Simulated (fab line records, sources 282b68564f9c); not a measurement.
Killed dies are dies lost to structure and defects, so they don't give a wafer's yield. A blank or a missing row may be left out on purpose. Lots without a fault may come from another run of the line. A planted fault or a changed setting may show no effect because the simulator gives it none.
Tool commonality check | flow rit_cmos | 14 lots, 42 wafers sampled

WHY IT WAS OPENED
At RIT_ACTIVE_THK_MEAS_02 the reading ACTIVE_OXIDE_THK is flagged on 2 of 14 lots. Wafers without a fault read 50.3 nm, standard deviation 0.73.
Rule: a lot is flagged when every wafer of it that has a number lies more than 4 standard deviations from that mean, or none has a number. The other lots count as sound.

lot  | measured    | on            | ACTIVE_OXIDE_THK (nm), wafer by wafer | flag
L824 | day 1 12:04 | film_metro-02 | 49.4 49.3 50.5                        |
L825 | day 1 17:57 | film_metro-01 | 50.6 50.2 51.1                        |
L827 | day 2 04:05 | film_metro-04 | 52.0 50.9 51.6                        |
L828 | day 2 10:30 | film_metro-01 | 49.9 50.8 51.4                        |
L829 | day 2 13:03 | film_metro-04 | 51.0 50.5 50.3                        |
L831 | day 2 23:59 | film_metro-04 | 51.0 50.7 50.8                        |
L834 | day 3 14:04 | film_metro-04 | 54.7 54.3 54.7                        | FLAGGED
L835 | day 3 20:06 | film_metro-02 | 50.5 49.8 49.8                        |
L838 | day 4 11:05 | film_metro-02 | 49.3 49.6 49.5                        |
L841 | day 5 02:07 | film_metro-01 | 54.2 54.3 53.9                        | FLAGGED
L842 | day 5 06:31 | film_metro-02 | 50.4 49.5 49.9                        |
L843 | day 5 11:03 | film_metro-04 | 51.6 50.0 50.5                        |
L844 | day 5 16:46 | film_metro-04 | 51.7 50.5 51.8                        |
L845 | day 5 22:05 | film_metro-02 | 50.3 50.2 50.3                        |
The numbers of the flagged lots are 54.4 nm on average: +4.1 nm against the usual, or +6 standard deviations.

WHICH TOOL RAN EACH LOT
The record holds 1 process step before the reading, out of a route of 202 steps. In each cell: the tool, then ch and the chambers that the sampled wafers went through, then the start.
lot  | flag    | RIT_ACTIVE_OXIDATION_01
L824 |         | furnace-04 ch 0, day 1 10:07
L825 |         | furnace-03 ch 0, day 1 15:59
L827 |         | furnace-01 ch 0, day 2 02:09
L828 |         | furnace-03 ch 0, day 2 08:34
L829 |         | furnace-03 ch 0, day 2 11:07
L831 |         | furnace-03 ch 0, day 2 22:04
L834 | FLAGGED | furnace-03 ch 0, day 3 12:07
L835 |         | furnace-01 ch 0, day 3 18:10
L838 |         | furnace-04 ch 0, day 4 09:09
L841 | FLAGGED | furnace-03 ch 0, day 5 00:11
L842 |         | furnace-01 ch 0, day 5 04:35
L843 |         | furnace-04 ch 0, day 5 09:07
L844 |         | furnace-01 ch 0, day 5 14:49
L845 |         | furnace-01 ch 0, day 5 20:10
What these steps do:
- RIT_ACTIVE_OXIDATION_01: target thk 46.8 nm, ox time 3360 s.
- RIT_ACTIVE_THK_MEAS_02

FLAGGED OVER TOTAL, TOOL BY TOOL (the gauges that took the reading come last)
step                    | tool          | lots run | flagged | share of the flagged lots | sound lots run after its first flagged lot
RIT_ACTIVE_OXIDATION_01 | furnace-01    | 5        | 0       | none                      | -
RIT_ACTIVE_OXIDATION_01 | furnace-03    | 6        | 2       | all                       | 0
RIT_ACTIVE_OXIDATION_01 | furnace-04    | 3        | 0       | none                      | -
RIT_ACTIVE_THK_MEAS_02  | film_metro-01 | 3        | 1       | some                      | 0
RIT_ACTIVE_THK_MEAS_02  | film_metro-02 | 5        | 0       | none                      | -
RIT_ACTIVE_THK_MEAS_02  | film_metro-04 | 6        | 1       | some                      | 2 (L843,L844)

WHAT THE TABLE ALLOWS
1 row of the table ran every flagged lot: furnace-03 at RIT_ACTIVE_OXIDATION_01.
- furnace-03 at RIT_ACTIVE_OXIDATION_01: 2 of its 6 lots flagged. Its last sound lot is L831 (day 2 22:04), its first flagged lot L834 (day 3 12:07): a fault that began between those two fits.
One tool is left: furnace-03 at RIT_ACTIVE_OXIDATION_01.

WHAT THE SIMULATOR HAD PUT IN
Process parameter drift: furnace-03, from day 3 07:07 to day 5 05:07, at RIT_ACTIVE_OXIDATION_01. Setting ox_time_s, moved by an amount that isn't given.
Lots struck among those shown: L834, L841. The rule above found the same.
